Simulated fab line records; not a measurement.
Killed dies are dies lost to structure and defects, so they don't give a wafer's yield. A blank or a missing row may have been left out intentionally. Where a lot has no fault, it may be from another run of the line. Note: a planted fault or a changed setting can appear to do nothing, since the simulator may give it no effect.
One fault seen from 2 desks    flow berkeley_cmos170    each desk has only its own numbers; what lay behind them comes last

## FROM THE METROLOGY DESK
What the gauges read, lot by lot, whatever tool the lot ran on: means of the sampled wafers that have a number. A lot is out of limits, marked OUT, if its mean lies more than 4 standard deviations from the usual mean; the brackets give that distance.
Columns: A = cd_nm at UCB170_NLDD_CD_MEAS_06, usual 1200.3 nm; B = NLDD_OVL at UCB170_NLDD_OVL_MEAS_07, usual 0 nm; C = NLDD_TW at UCB170_NLDD_TW_MEAS_11, usual 2248; D = SPACER_TEOS_THK at UCB170_SPACER_THK_MEAS_01, usual 377 nm
lot   first seen here  A       B   C     D
L275  day 7 16:06      1201.2  -4  2254  375
L277  day 8 07:36      1199.3  -6  2271  379
L291  day 10 14:05     1200.9  -6  2201  377
L292  day 10 21:15     1198.7  3   2272  378
L295  day 11 18:12     1202.0  1   2269  381
L298  day 12 05:08     1198.1  7   2272  372
This desk found nothing out of limits on any of the 6 lots.

## FOR THE TOOL OWNER'S DESK: rie_diel-03
The tool's own readings at UCB170_SPACER_ETCHBACK_03 (etches SiO2 in CHF3/CF4/Ar, stops on Si, target depth 376 nm, time 100 s): means of the sampled wafers that have a number, for each lot that ran on this tool. A lot is out of limits, marked OUT, if its mean lies more than 4 standard deviations from the usual mean; the brackets give that distance.
Columns: A = drypump_motor_current_A at UCB170_SPACER_ETCHBACK_03, usual 5.5 A; B = oes_product_au at UCB170_SPACER_ETCHBACK_03, usual 0.901 a.u.; C = run_length_s at UCB170_SPACER_ETCHBACK_03, usual 128.2 s; D = throttle_valve_pct at UCB170_SPACER_ETCHBACK_03, usual 6.51 %
lot   first seen here  A    B                 C                D
L277  day 8 14:19      5.9  0.903             128.5            6.46
L291  day 10 22:16     5.9  0.809 (-5.8) OUT  155.8 (+60) OUT  6.42
L292  day 11 03:37     5.6  0.801 (-6.3) OUT  155.3 (+59) OUT  6.46
This desk's verdict: out of limits on L291, L292, starting with L291 at day 10 22:16 (oes_product_au at UCB170_SPACER_ETCHBACK_03). L277: within limits.

## TAKEN TOGETHER
At day 10 22:16, on L291, L292, the tool owner's desk was in a position to raise an alarm.
From the metrology desk's view, nothing was out of limits.
The metrology desk holds a record of L291, L292, inside its limits.
UCB170_SPACER_ETCHBACK_03 was run on rie_diel-03 by each of the lots named.

## WHAT THE SIMULATOR HAD PUT IN
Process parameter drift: rie_diel-03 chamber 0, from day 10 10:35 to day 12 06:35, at UCB170_SPACER_ETCHBACK_03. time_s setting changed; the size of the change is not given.
Lots struck among those shown: L291, L292.
Each desk's first reading out of limits, in hours after the fault started: the tool owner's desk, 12.
